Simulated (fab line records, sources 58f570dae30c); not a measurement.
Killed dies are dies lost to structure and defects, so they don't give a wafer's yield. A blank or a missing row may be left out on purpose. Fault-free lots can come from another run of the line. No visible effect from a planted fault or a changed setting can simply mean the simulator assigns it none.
Split-lot trial -- flow berkeley-cmos170 -- 23 wafers read from 5 lots, route of 331 steps

== ON THE SPLIT ==
At UCB170_M1_COAT_04 (resist thk 900 nm), the setting resist-thk-nm was moved away from the recipe's 900 nm on 6 of the 23 wafers read, by -3.4% to -2.2%. All remaining wafers had this setting at the recipe value.

== FROM THE SPLIT TO THE READING: what the file shows between them, 3 steps ==
- UCB170_M1_SOFTBAKE_05: time 60 s (also split here: time-s)
- UCB170_M1_EXPOSE_06: exposes mask METAL1, target cd 700 nm
- UCB170_M1_PEB_07

== THE READING ==
KrF_of_M1_COAT_04.thk-nm (the simulator's own value, which no gauge read), in nm, at UCB170_M1_DEVELOP_08 (develop time 45 s). The file does not state a usual value for it. Average 882.9 nm, standard deviation 2.2 nm, over the 17 wafers here run with the recipe.

wafer,"tool, chamber at the split","resist-thk-nm as run, nm",against the recipe,"KrF_of_M1_COAT_04.thk-nm, nm",against lot-mates on the recipe
L076.1,"litho-track-04, 0",900,recipe,883.8,-
L076.2,"litho-track-04, 0",900,recipe,885.5,-
L076.3,"litho-track-04, 0",900,recipe,883,-
L077.2,"litho-track-02, 0",900,recipe,880.9,-
L077.3,"litho-track-02, 0",900,recipe,880.2,-
L077.4,"litho-track-02, 0",900,recipe,879,-
L077.5,"litho-track-02, 0",900,recipe,881.9,-
L077.6,"litho-track-02, 0",900,recipe,878.9,-
L083.1,"litho-track-04, 0",869.8,-3.4%,857.5,-27.4
L083.2,"litho-track-04, 0",900,recipe,885.4,-
L083.4,"litho-track-04, 0",900,recipe,883.1,-
L083.5,"litho-track-04, 0",900,recipe,886.3,-
L083.6,"litho-track-04, 0",869.8,-3.4%,854.8,-30.1
L080.1,"litho-track-04, 0",880.2,-2.2%,863.6,-20.7
L080.2,"litho-track-04, 0",900,recipe,883.3,-
L080.3,"litho-track-04, 0",880.2,-2.2%,865.6,-18.7
L080.4,"litho-track-04, 0",900,recipe,886.5,-
L080.6,"litho-track-04, 0",900,recipe,883.2,-
L084.1,"litho-track-02, 0",900,recipe,882.2,-
L084.2,"litho-track-02, 0",900,recipe,882.7,-
L084.4,"litho-track-02, 0",871.6,-3.2%,853.7,-28.8
L084.5,"litho-track-02, 0",871.6,-3.2%,854.1,-28.4
L084.6,"litho-track-02, 0",900,recipe,882.6,-

FIT RESULTS
A straight line over all 23 wafers: KrF_of_M1_COAT_04.thk-nm changes by +8.49 nm for each +1% of resist-thk-nm; r = +0.98; the points scatter about the line by 2.2 nm.
The same after taking each lot's own level away (the mean of its wafers on the recipe; 23 wafers): +8.83 nm for each +1%; r = +0.99; scatter 1.2 nm.
That fit puts the effect of the largest move of resist-thk-nm on the reading at 30 nm.
Measured against the standard deviation above, the lots' own levels, which go from 880.18 to 884.93 nm, span 2.2 times it.
Consequently the slope shifts little with the lot-to-lot level, the two slopes agreeing.
Check: for one of the wafers moved furthest among these (-3.4%), held out of the fit, the line's prediction against its lot-mates is -30.3 nm. Against them it came out at -27.4 nm.

== THESE WAFERS: OTHER SPLITS ==
Other splits were also applied to these wafers ahead of the reading. Each is held against what the fit with the lots' levels taken away leaves over:
other split on the same wafers,wafers away from the commonest value,r with KrF_of_M1_COAT_04.thk-nm (lot level and that fit taken away)
UCB170_ZERO_STRIP_07 o2-flow-sccm,6,-0.13
UCB170_PWELL_CVD_05 temp-c,10,+0.04
UCB170_PWELL_ETCH_14 rf-w,4,-0.24
UCB170_PFIELD_IMPLANT_07 energy-kev,7,-0.15
UCB170_NVT_COAT_01 spin-rpm,8,+0.16
UCB170_GATE_CVD_04 sih4-flow-sccm,15,-0.02
UCB170_GATE_ETCH_14 source-w,11,-0.09
UCB170_NLDD_IMPLANT_08 energy-kev,10,+0.07
UCB170_NSD_PEB_04 peb-temp-c,8,+0.07
UCB170_NSD_DEVELOP_05 develop-time-s,5,+0.27
UCB170_M1_SOFTBAKE_05 time-s,8,+0.12

== THE WHOLE CHAIN: every reading that the file lists as answering this split, in the file's order ==
step,what it does,reading,change (the file's fit),r (the file's)
UCB170_M1_COAT_04,resist thk 900 nm,"KrF_of_M1_COAT_04.thk-nm (the simulator's own value, which no gauge read)",+8.86 nm for each +1% of the setting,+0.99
UCB170_M1_DEVELOP_08,develop time 45 s,"KrF_of_M1_COAT_04.thk-nm (the simulator's own value, which no gauge read)",+8.84 nm for each +1% of the setting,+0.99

== FILE'S OWN FIT ==
KrF_of_M1_COAT_04.thk-nm changes by +8.84 nm for each +1% of resist-thk-nm, r = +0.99.
